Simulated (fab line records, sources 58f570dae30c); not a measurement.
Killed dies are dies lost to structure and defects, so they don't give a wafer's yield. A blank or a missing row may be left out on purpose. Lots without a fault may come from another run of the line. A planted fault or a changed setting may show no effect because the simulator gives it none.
A struck lot beside a sound one | flow berkeley_cmos170 | 44 steps out of a route of 331
Sound: wafers L248.3, L248.5, L248.6. Struck: wafers L253.2, L253.5, L253.6. The cause comes at the end.
At each step with rows: each side's tool, then ch and its chambers, then its first start. Under that, the readings that differ: sound wafers | struck wafers | difference of the means | sigmas: that difference in standard deviations of wafers without a fault.
alike: readings whose means differ by less than 2 such deviations, and words and numbers that are the same on both sides. not compared: withheld readings, readings that some wafer has no value for, bounds like >300 that may hide the same value, and numbers for which the record gives no deviation and whose values overlap.
The two part at a step that has a row with sigmas, a row that says differs or no value, or rows on one side only. Numbers that don't overlap but have no deviation are shown without sigmas and don't part them. A reading that every wafer of one side lacks parts them only if that side has two wafers or more.

UCB170_GATE_ETCH_15: etches poly-Si in HBr/Cl2, stops on SiO2, time 56.3 s, target depth 278.2 nm.
  sound on rie_si-02 ch 0,3, day 6 04:32; struck on rie_si-02 ch 1,2, day 7 06:23
  alike: HBr_flow_sccm, drypump_motor_current_A, oes_product_au, rf_fwd_power_W, throttle_valve_pct
  not compared: rf_hours_counter_h
UCB170_GATE_STRIP_16: strips in O2.
  sound on plasma_asher-01 ch 0,1, day 6 04:37; struck on plasma_asher-02 ch 0,1, day 7 06:26
  alike: drypump_motor_current_A, o2_flow_sccm, oes_product_au
  not compared: rf_hours_counter_h
UCB170_GATE_CD_MEAS_90: target cd 350 nm.
  sound on cd_sem-02, day 6 04:44; struck on cd_sem-01, day 7 06:33
  alike: cd_nm
then, 7 steps without rows for these wafers: UCB170_GATE_CLEAN_17 (cleans in SPM, time 600 s); UCB170_PLDD_HMDS_00 (prime time 60 s); UCB170_PLDD_COAT_01 (resist thk 900 nm); UCB170_PLDD_SOFTBAKE_02 (time 60 s); UCB170_PLDD_EXPOSE_03 (exposes mask PSELECT, target cd 1200 nm); UCB170_PLDD_PEB_04; UCB170_PLDD_DEVELOP_05 (develop time 45 s).
UCB170_PLDD_CD_MEAS_06: target cd 1200 nm.
  sound on cd_sem-01, day 6 06:03; struck on cd_sem-01, day 7 07:41
  alike: cd_nm
UCB170_PLDD_OVL_MEAS_07:
  sound on overlay-01, day 6 06:08; struck on overlay-02, day 7 07:47
  alike: PLDD_OVL
UCB170_PLDD_IMPLANT_08:
  sound on implanter-02 ch 0, day 6 06:13; struck on implanter-03 ch 0, day 7 08:10
  alike: faraday_current_uA
then, 2 steps without rows for these wafers: UCB170_PLDD_IMPLANT_09; UCB170_PLDD_STRIP_10 (strips in O2).
UCB170_PLDD_TW_MEAS_11:
  sound on film_metro-02, day 6 06:35; struck on film_metro-03, day 7 08:33
  reading | sound          | struck         | difference | sigmas
  PLDD_TW | 1019 1019 1019 | 1147 1144 1147 | +127       | +24
then, 7 steps without rows for these wafers: UCB170_PLDD_CLEAN_12 (cleans in SPM, time 600 s); UCB170_NLDD_HMDS_00 (prime time 60 s); UCB170_NLDD_COAT_01 (resist thk 900 nm); UCB170_NLDD_SOFTBAKE_02 (time 60 s); UCB170_NLDD_EXPOSE_03 (exposes mask NSELECT, target cd 1200 nm); UCB170_NLDD_PEB_04; UCB170_NLDD_DEVELOP_05 (develop time 45 s).
UCB170_NLDD_CD_MEAS_06: target cd 1200 nm.
  sound on cd_sem-02, day 6 08:25; struck on cd_sem-02, day 7 11:14
  alike: cd_nm
UCB170_NLDD_OVL_MEAS_07:
  sound on overlay-01, day 6 08:31; struck on overlay-02, day 7 11:20
  alike: NLDD_OVL
then, 2 steps without rows for these wafers: UCB170_NLDD_IMPLANT_08; UCB170_NLDD_IMPLANT_09.
UCB170_NLDD_STRIP_10: strips in O2.
  sound on plasma_asher-03 ch 0,1, day 6 08:52; struck on plasma_asher-04 ch 0,1, day 7 11:40
  reading                     | sound       | struck      | difference | sigmas
  drypump_motor_current_A (A) | 6.3 6.8 6.3 | 4.9 5.2 5.0 | -1.4       | -2
  alike: o2_flow_sccm, oes_product_au, strip_time_to_endpoint_s
  not compared: rf_hours_counter_h
UCB170_NLDD_TW_MEAS_11:
  sound on film_metro-04, day 6 08:57; struck on film_metro-03, day 7 11:50
  alike: NLDD_TW
then, 1 step without rows for these wafers: UCB170_NLDD_CLEAN_12 (cleans in SPM, time 600 s).
UCB170_SPACER_CVD_00: deposits SiO2 from TEOS/O2, target thk 376 nm, time 47 s.
  sound on pecvd-03 ch 0,1, day 6 09:22; struck on pecvd-04 ch 0,1, day 7 12:16
  alike: heater_power_w, rf_fwd_power_W
UCB170_SPACER_THK_MEAS_01:
  sound on film_metro-04, day 6 09:26; struck on film_metro-04, day 7 12:20
  alike: SPACER_TEOS_THK
then, 1 step without rows for these wafers: UCB170_SPACER_ANNEAL_02 (time 1800 s).
UCB170_SPACER_ETCHBACK_03: etches SiO2 in CHF3/CF4/Ar, stops on Si, target depth 376 nm, time 100 s.
  sound on rie_diel-02 ch 0,1,3, day 6 12:37; struck on rie_diel-04 ch 1,2, day 7 15:21
  alike: drypump_motor_current_A, oes_product_au, rf_fwd_power_W, throttle_valve_pct
  not compared: rf_hours_counter_h
then, 6 steps without rows for these wafers: UCB170_PSD_HMDS_00 (prime time 60 s); UCB170_PSD_COAT_01 (resist thk 900 nm); UCB170_PSD_SOFTBAKE_02 (time 60 s); UCB170_PSD_EXPOSE_03 (exposes mask PSELECT MOD, target cd 1200 nm); UCB170_PSD_PEB_04; UCB170_PSD_DEVELOP_05 (develop time 45 s).
UCB170_PSD_CD_MEAS_06: target cd 1200 nm.
  sound on cd_sem-02, day 6 13:37; struck on cd_sem-02, day 7 16:41
  alike: cd_nm
UCB170_PSD_OVL_MEAS_07:
  sound on overlay-01, day 6 13:43; struck on overlay-01, day 7 16:47
  alike: PSD_OVL
UCB170_SDANNEAL_RS_MEAS_04: measures by four-point-probe.
  sound on film_metro-03, day 6 19:32; struck on film_metro-04, day 7 21:57
  reading          | sound          | struck      | difference | sigmas
  PLDD_RS (ohm/sq) | 1030 1028 1028 | 758 760 758 | -270       | -90
UCB170_M3_PROBE_99:
  the record has rows for the struck wafers here (prober-02, day 9 01:38) and none for the sound ones

WHERE THEY PART
First at UCB170_PLDD_TW_MEAS_11; last, within this record, at UCB170_M3_PROBE_99.

WHY: what the simulator had put in
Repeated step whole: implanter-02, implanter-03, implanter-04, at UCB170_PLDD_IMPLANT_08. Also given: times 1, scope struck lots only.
